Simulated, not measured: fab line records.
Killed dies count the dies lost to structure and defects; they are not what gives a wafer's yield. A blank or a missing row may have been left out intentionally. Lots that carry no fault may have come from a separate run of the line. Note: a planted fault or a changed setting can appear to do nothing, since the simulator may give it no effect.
Matching of chambers / flow berkeley-cmos170 / UCB170_V1_CMP_02 on cmp-01 has 4 sister chambers
The step polishes SiO2. 4 wafers are shown with their chamber, then 8 later ones without.

EACH WAFER AND ITS CHAMBER
wafer=L220.6; chamber=1; motor-current-A (A)=15.8
wafer=L228.2; chamber=3; motor-current-A (A)=15.0
wafer=L228.3; chamber=2; motor-current-A (A)=14.2
wafer=L229.2; chamber=0; motor-current-A (A)=17.7

WAFERS WHOSE CHAMBER IS MISSING
wafer=L229.4; motor-current-A (A)=15.6
wafer=L229.5; motor-current-A (A)=13.9
wafer=L232.3; motor-current-A (A)=17.5
wafer=L232.5; motor-current-A (A)=15.5
wafer=L232.6; motor-current-A (A)=13.5
wafer=L233.1; motor-current-A (A)=15.4
wafer=L233.5; motor-current-A (A)=13.7
wafer=L233.6; motor-current-A (A)=14.9

THE CHAMBER EACH PASSED THROUGH
wafer=L229.4; from the rows above=can't be placed: 1 or 3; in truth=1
wafer=L229.5; from the rows above=2; in truth=2
wafer=L232.3; from the rows above=0; in truth=0
wafer=L232.5; from the rows above=can't be placed: 1 or 3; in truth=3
wafer=L232.6; from the rows above=2; in truth=2
wafer=L233.1; from the rows above=can't be placed: 1 or 3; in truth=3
wafer=L233.5; from the rows above=2; in truth=2
wafer=L233.6; from the rows above=can't be placed: 3 or 2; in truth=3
4 of 8 placed correctly. These rows do not allow placing 4 (true chamber among the candidates in 4). 0 placed wrongly.
How it was worked out, from the rows above alone: a wafer's distance from a chamber is the root of the sum, over the readings, of the square of ((its reading less the chamber's mean) divided by the reading's scatter). The wafer belongs to the nearest chamber; if the next one is less than 2 further off, it can't be placed. Each chamber's mean is taken over the wafers shown for it. The scatter: root of mean squared gap, hidden wafer to nearest shown wafer, with one shown wafer a chamber.
